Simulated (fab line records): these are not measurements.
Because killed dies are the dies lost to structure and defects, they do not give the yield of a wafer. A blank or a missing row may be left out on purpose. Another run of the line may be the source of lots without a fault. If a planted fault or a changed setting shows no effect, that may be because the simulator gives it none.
What tool caused it? :: flow berkeley_cmos170 :: 14 lots, 42 wafers sampled, at 2 steps of a route of 331

## WHAT THE GAUGES SHOWED, per wafer
UCB170_ACTIVE_OVL_MEAS_14. Usual: ACTIVE_OVL -3 nm, standard deviation 4.7.
lot: L866
measured: day 4 05:34
on: overlay-01
ACTIVE_OVL (nm): -2 2 3
flag: 

lot: L867
measured: day 4 17:54
on: overlay-01
ACTIVE_OVL (nm): -8 -7 -3
flag: 

lot: L868
measured: day 4 22:37
on: overlay-01
ACTIVE_OVL (nm): -8 -6 -6
flag: 

lot: L870
measured: day 5 03:29
on: overlay-02
ACTIVE_OVL (nm): -7 -8 -12
flag: 

lot: L872
measured: day 5 21:47
on: overlay-01
ACTIVE_OVL (nm): -9 -12 -7
flag: 

lot: L874
measured: day 5 22:14
on: overlay-01
ACTIVE_OVL (nm): -3 2 -2
flag: 

lot: L876
measured: day 6 13:31
on: overlay-01
ACTIVE_OVL (nm): -4 -7 -7
flag: 

lot: L879
measured: day 7 01:01
on: overlay-01
ACTIVE_OVL (nm): -9 -11 -2
flag: 

lot: L877
measured: day 7 01:35
on: overlay-01
ACTIVE_OVL (nm): -3 -6 0
flag: 

lot: L880
measured: day 7 04:32
on: overlay-02
ACTIVE_OVL (nm): 0 -4 2
flag: 

lot: L882
measured: day 8 06:47
on: overlay-01
ACTIVE_OVL (nm): -7 -9 -4
flag: 

lot: L884
measured: day 8 07:01
on: overlay-01
ACTIVE_OVL (nm): 0 -2 5
flag: 

lot: L887
measured: day 8 15:49
on: overlay-02
ACTIVE_OVL (nm): -1 -4 -4
flag: 

lot: L886
measured: day 8 16:05
on: overlay-01
ACTIVE_OVL (nm): -11 -11 -9
flag: 

UCB170_PLDD_TW_MEAS_11. Usual: PLDD_TW 1007, standard deviation 6.1.
lot: L866
measured: day 6 04:55
on: film_metro-03
PLDD_TW: 1009 1015 1013
flag: 

lot: L867
measured: day 6 19:51
on: film_metro-03
PLDD_TW: 1012 1011 1006
flag: 

lot: L868
measured: day 6 23:26
on: film_metro-04
PLDD_TW: 998 1000 996
flag: 

lot: L870
measured: day 6 23:50
on: film_metro-01
PLDD_TW: 1017 1005 1015
flag: 

lot: L872
measured: day 8 01:22
on: film_metro-03
PLDD_TW: 1005 1002 1001
flag: 

lot: L874
measured: day 8 00:47
on: film_metro-04
PLDD_TW: 998 1003 994
flag: 

lot: L876
measured: day 8 21:08
on: film_metro-03
PLDD_TW: 1008 1003 999
flag: 

lot: L879
measured: day 9 11:59
on: film_metro-03
PLDD_TW: 1008 1005 1005
flag: 

lot: L877
measured: day 9 12:12
on: film_metro-04
PLDD_TW: 999 998 997
flag: 

lot: L880
measured: day 9 12:12
on: film_metro-03
PLDD_TW: 1006 1009 1004
flag: 

lot: L882
measured: day 10 16:19
on: film_metro-03
PLDD_TW: 1014 1017 1018
flag: 

lot: L884
measured: day 10 16:03
on: film_metro-04
PLDD_TW: 1003 998 1004
flag: 

lot: L887
measured: day 11 03:45
on: film_metro-04
PLDD_TW: 1000 995 1002
flag: 

lot: L886
measured: day 11 03:21
on: film_metro-03
PLDD_TW: 1010 1013 1011
flag: 

## TOOL THAT RAN EACH LOT (tool first, then ch and the chambers of the sampled wafers, then the start)
No process step before these readings appears in the record.

## AS READ BY THE TOOLS THEMSELVES (means over the sampled wafers that have a number; for cases with no such wafer, the mark the record gives instead)
The record holds no such reading with a usual standard deviation.

## THE ANSWER, worked out from the rows above alone
Rule: a lot counts as off when the mean over its wafers that have a number is more than 3 standard deviations away from the usual mean. A lot without any number at a reading at which 4 lots or more have one is off too. Where the step has rows for the other lots, those lots are counted as sound. Order of review: gauges by route order, followed by the tools' own readings, for which a lot's mean as printed above is used. At the first step where some lot is off, the reading lying furthest off is the one used; lots without a number count as furthest.
No lot is off on any of the readings shown, so nothing can be concluded from this.

## WHAT THE SIMULATOR PUT IN
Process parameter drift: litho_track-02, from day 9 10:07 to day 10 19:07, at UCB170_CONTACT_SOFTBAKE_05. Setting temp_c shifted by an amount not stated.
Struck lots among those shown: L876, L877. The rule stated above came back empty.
